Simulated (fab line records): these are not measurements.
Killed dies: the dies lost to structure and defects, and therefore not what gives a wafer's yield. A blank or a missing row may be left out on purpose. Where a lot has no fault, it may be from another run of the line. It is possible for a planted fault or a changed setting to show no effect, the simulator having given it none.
Problem report in the 8D (eight disciplines) form, filled by code ; flow berkeleyCmos170 ; the parts of the form that need people (team, actions taken, sign-off) are left out

== 1. PROBLEM STATEMENT ==
Wafers free of any fault read 524 (standard deviation 3.7) for NVT_TW at UCB170_NVT_TW_MEAS_09, against a mean of 555 on 6 wafers of 2 lots. That puts it +8.4 standard deviations away from the usual mean.
Earliest sighting: wafer L126.1 on filmMetro-04 at day 8 19:41. Wafers with a number at this step in the record: 42, from 14 lots. Rule for "out", or "out of limits": more than 4 standard deviations from the usual mean. The rest of the wafers with a number are treated as sound.

== 2. WHAT IT IS, WHAT IT ISN'T ==
question;is;is not
which readings at this step;NVT_TW;-
which lots;L126, L132;L119, L121, L122, L124, L125, L127, L128, L129, L130, L131, L133, L139
which wafers of those lots;all that have a number;-
read on which gauges;filmMetro-01, filmMetro-04;filmMetro-02
when;from day 8 19:41;"up to then (24 sound wafers); but 12 sound wafers of L130, L131, L133, L139 came after"

== 3. SUSPECTS, AND WHAT RULES EACH OUT ==
Counting: a tool at any process step up to the reading remains a suspect when it ran all the lots that are out and ran no sound lot after the first of those.
- the gauge at UCB170_NVT_TW_MEAS_09 has been ruled out. 2 gauges (filmMetro-01, filmMetro-04) read the wafers that are out.
- implanter-04 at UCB170_NVT_IMPLANT_07: kept. Every lot that is out went through it, starting with L126 (day 8 19:26), and after that it ran no sound lot; the last sound lot it ran before then is L129 (day 8 18:43). Its own beamEnergyKeV readings are out on those wafers.
The count leaves implanter-04 at UCB170_NVT_IMPLANT_07.

== 4. THE CAUSE (what the simulator had put in) ==
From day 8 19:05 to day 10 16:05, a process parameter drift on implanter-04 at UCB170_NVT_IMPLANT_07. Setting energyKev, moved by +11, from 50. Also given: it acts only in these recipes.
After counting, this tool was the only one left.

== 5. THE CHAIN OF EFFECTS, in route order ==
Each row: a reading whose mean over the struck wafers that have a number lies more than 3 standard deviations from the usual. Scope: only readings with a usual standard deviation given in the record; hours: median across lots of the time from each lot's start at the first step in this table that gives one to its start at this step; sigmas: change in usual standard deviations.
hours;step;reading;usual;on struck wafers;change;sigmas
0;UCB170_NVT_IMPLANT_07;beamEnergyKeV;49.999;61.002;+11.003;+99 or more
0;UCB170_NVT_TW_MEAS_09;NVT_TW;524;555;+31;+8.4
The process steps in it:
- UCB170_NVT_IMPLANT_07
Later measuring or inspecting steps at which every struck wafer that the step has a row for has a number for every such reading, and none has moved that far: UCB170_SDANNEAL_RS_MEAS_02, UCB170_V1_CD_MEAS_12.

== 6. HOW IT WOULD HAVE BEEN CAUGHT EARLIER ==
In this record the first reading out of limits at a measuring or inspecting step was taken at day 8 19:41, 1 hour after the fault began at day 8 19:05.
At UCB170_NVT_IMPLANT_07, the tool's own readings (beamEnergyKeV) were out on each struck wafer the step has a row for, so an alarm limit on them would have fired on the first such wafer.
Of the lots that are out (2), L132 began UCB170_NVT_IMPLANT_07 on implanter-04 after day 8 19:41. A hold on the tool at that time would have spared it.
